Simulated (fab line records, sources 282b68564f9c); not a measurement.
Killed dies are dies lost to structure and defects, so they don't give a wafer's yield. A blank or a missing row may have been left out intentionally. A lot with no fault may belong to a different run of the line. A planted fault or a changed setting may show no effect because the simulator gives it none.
A lot that was struck, set against a sound lot :: flow rit_cmos :: 34 out of 202 route steps
Sound: these wafers, L736.3, L736.4, L736.5. Wafers struck: L734.1, L734.2, L734.3. The cause is given at the end.
Order at every step that has rows: each side's tool, ch and its chambers, its first start. Under that, the readings that differ: sound wafers :: struck wafers :: difference of the means :: sigmas: that difference in standard deviations of wafers without a fault.
alike: a reading whose means differ by less than 2 such deviations, as well as words and numbers matching on both sides. not compared: withheld readings; readings where some wafer has no value; bounds like >300 that might hide an equal value; numbers whose values overlap and for which the record gives no deviation.
A row with sigmas, a row that says differs or no value, or rows on one side alone: a step with any of these is where the two part. Numbers that have no deviation but don't overlap get no sigmas and don't part them. A reading missing from all wafers of one side parts the sides only when that side holds two or more wafers.

RIT_PLDD_OVL_MEAS_06:
  sound on overlay-02 at day 6 16:02; struck on overlay-01 at day 6 05:35
  alike: PLDD_OVL
then, 2 steps without rows for these wafers: RIT_PLDD_HARDBAKE_07 (time 60 s); RIT_PLDD_IMPLANT_08.
RIT_PLDD_STRIP_09: strips in O2, time 180 s.
  sound on plasma_asher-04 ch 0,1, day 6 16:25; struck on plasma_asher-01 ch 0,1, day 6 05:56
  alike: chamber_pressure_mTorr, drypump_motor_current_A
  not compared: rf_hours_counter_h
RIT_PLDD_TW_MEAS_10:
  sound on film_metro-01 at day 6 16:34; struck on film_metro-04 at day 6 06:06
  alike: PLDD_TW
then, 4 steps without rows for these wafers: RIT_SPACER_CLEAN_00 (cleans in SC1, time 600 s); RIT_SPACER_CLEAN_01 (cleans in dHF, time 30 s); RIT_SPACER_CLEAN_02 (cleans in SC2, time 600 s); RIT_SPACER_CVD_03 (deposits Si3N4 from SiH2Cl2/NH3, target thk 250 nm, time 3300 s).
RIT_SPACER_THK_MEAS_04:
  sound on film_metro-03 at day 6 18:56; struck on film_metro-04 at day 6 09:46
  alike: SPACER_NITRIDE_THK
RIT_SPACER_ETCHBACK_05: etches Si3N4 in SF6/CHF3, stops on SiO2, target depth 250 nm, time 240 s.
  sound on rie_diel-01 ch 1,3, day 6 18:58; struck on rie_diel-02 ch 1,2,3, day 6 09:50
  alike: CHF3_flow_sccm, chamber_pressure_mTorr, drypump_motor_current_A, oes_product_au, throttle_valve_pct
  not compared: rf_hours_counter_h
then, 1 step without rows for these wafers: RIT_NSD_HMDS_00 (prime time 60 s).
RIT_NSD_COAT_01: resist thk 1000 nm.
  sound on litho_track-03 ch 0, day 6 19:19; struck on litho_track-03, day 6 10:08
  no value came back on the struck wafers for chill_plate_temp_C (C), dispense_pressure_kPa (kPa), exhaust_pa (Pa); on the sound wafers chill_plate_temp_C (C) reads 23.12 23.07 23.01
then, 4 steps without rows for these wafers: RIT_NSD_SOFTBAKE_02 (time 60 s); RIT_NSD_EXPOSE_03 (exposes mask M9, target cd 40700 nm); RIT_NSD_PEB_04; RIT_NSD_DEVELOP_05 (develop time 50 s).
RIT_NSD_OVL_MEAS_06:
  sound on overlay-01 at day 6 19:59; struck on overlay-02 at day 6 10:53
reading: NSD_OVL (nm)
sound: -0.5 -1.9 0.7
struck: - - -
difference: no value on the struck wafers
sigmas: 
then, 2 steps without rows for these wafers: RIT_NSD_HARDBAKE_07 (time 60 s); RIT_NSD_IMPLANT_08.
RIT_NSD_STRIP_09: strips in O2, time 180 s.
  sound on plasma_asher-03 ch 0,1, day 6 20:22; struck on plasma_asher-01 ch 0,1, day 6 11:13
  alike: chamber_pressure_mTorr, drypump_motor_current_A
  not compared: rf_hours_counter_h
RIT_NSD_TW_MEAS_10:
  sound on film_metro-01 at day 6 20:31; struck on film_metro-04 at day 6 11:23
  alike: NSD_TW
then, 6 steps without rows for these wafers: RIT_PSD_HMDS_00 (prime time 60 s); RIT_PSD_COAT_01 (resist thk 1000 nm); RIT_PSD_SOFTBAKE_02 (time 60 s); RIT_PSD_EXPOSE_03 (exposes mask M10, target cd 40900 nm); RIT_PSD_PEB_04; RIT_PSD_DEVELOP_05 (develop time 50 s).
RIT_PSD_OVL_MEAS_06:
  sound on overlay-02 at day 6 21:25; struck on overlay-01 at day 6 12:18
  alike: PSD_OVL
then, 2 steps without rows for these wafers: RIT_PSD_HARDBAKE_07 (time 60 s); RIT_PSD_IMPLANT_08.
RIT_PSD_STRIP_09: strips in O2, time 180 s.
  sound on plasma_asher-01 ch 0,1, day 6 21:49; struck on plasma_asher-02 ch 0,1, day 6 12:38
  alike: chamber_pressure_mTorr, drypump_motor_current_A
  not compared: rf_hours_counter_h
RIT_PSD_TW_MEAS_10:
  sound on film_metro-01 at day 6 21:56; struck on film_metro-04 at day 6 13:02
reading: PSD_TW
sound: 3425 3416 3421
struck: 3608 3587 3575
difference: +169
sigmas: +9
  not compared: hold
RIT_M1_PROBE_99:
  sound on prober-01 at day 7 06:02; struck on prober-01 at day 7 01:46
reading: hold
sound: - - -
struck: await_dispo/4.4h/scrap await_dispo/4.4h/scrap await_dispo/4.4h/scrap
difference: no value on the sound wafers
sigmas: 

reading: killed_at_front_end
sound: 7 3 9
struck: 264 264 264
difference: +258
sigmas: +92

reading: killed_dies
sound: 7 3 9
struck: 264 264 264
difference: +258
sigmas: +89

reading: killed_on_rim
sound: 2 1 3
struck: 70 70 70
difference: +68
sigmas: +49
  alike: killed_open, killed_short

== WHERE THEY PART ==
Earliest at RIT_NSD_COAT_01; latest, in this record, at RIT_M1_PROBE_99.

WHY: whatever the simulator had introduced
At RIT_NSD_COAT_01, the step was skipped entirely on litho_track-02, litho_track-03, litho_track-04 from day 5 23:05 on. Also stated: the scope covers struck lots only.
